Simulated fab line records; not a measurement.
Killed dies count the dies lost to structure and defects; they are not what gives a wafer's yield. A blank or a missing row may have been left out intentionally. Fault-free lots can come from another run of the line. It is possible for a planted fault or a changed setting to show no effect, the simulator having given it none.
Which tool was responsible? ; flow rit cmos ; 21 wafers from 7 lots sampled at 2 of the route's 202 steps

WHAT EACH GAUGE READ, for each wafer
RIT_ACTIVE_THK_MEAS_02.
lot;measured;on;ACTIVE_OXIDE_THK (nm)
L486;day 2 00:19;film metro-02;46.3 47.5 46.4
L491;day 3 01:08;film metro-03;45.6 46.0 45.8
L493;day 3 20:16;film metro-03;45.2 46.4 45.1
L495;day 3 20:16;film metro-01;46.5 46.8 46.2
L497;day 4 05:15;film metro-02;46.0 45.9 47.0
L502;day 5 11:23;film metro-02;45.8 46.7 46.3
L505;day 5 21:20;film metro-03;40.0 40.7 40.7

WHICH TOOL RAN EACH LOT (tool, then ch and the chambers of the sampled wafers, then the start)
lot;RIT_ACTIVE_OXIDATION_01
L486;furnace-01 ch 0, day 1 22:21
L491;furnace-01 ch 0, day 2 23:12
L493;furnace-04 ch 0, day 3 18:20
L495;furnace-04 ch 0, day 3 18:20
L497;furnace-03 ch 0, day 4 03:19
L502;furnace-01 ch 0, day 5 09:28
L505;furnace-04 ch 0, day 5 19:24
- RIT_ACTIVE_OXIDATION_01: target thk 46.8 nm, ox time 3360 s.

THE ANSWER, worked out from the rows above alone
Rule: what is usual is taken from the lots themselves. Put in order of their means at a reading, lots are off if they are a third of the lots or fewer, leave a main group of 4 or more, and stand apart from it by a gap of 3 or more times the standard deviation of the main group's means; of several such gaps the widest counts. If all means in a main group match to the digits the tables above print for the reading, that group is not used. Also off: a lot with no number at a reading for which 4 or more lots have one. Any other lot the step has rows for is counted as sound.
Off: L505, seen at RIT_ACTIVE_THK_MEAS_02 (ACTIVE_OXIDE_THK). The main group: mean 46.2 nm, standard deviation 0.4.
If a tool, at a process step before that reading, ran all the lots that are off and no sound lot after the first of them, it fits. Those tools and the gauges at RIT_ACTIVE_THK_MEAS_02 are tried in the same way. This does not decide it: 2 tools fit, namely furnace-04 at RIT_ACTIVE_OXIDATION_01 and film metro-03 at RIT_ACTIVE_THK_MEAS_02.

WHAT WAS PUT IN BY THE SIMULATOR
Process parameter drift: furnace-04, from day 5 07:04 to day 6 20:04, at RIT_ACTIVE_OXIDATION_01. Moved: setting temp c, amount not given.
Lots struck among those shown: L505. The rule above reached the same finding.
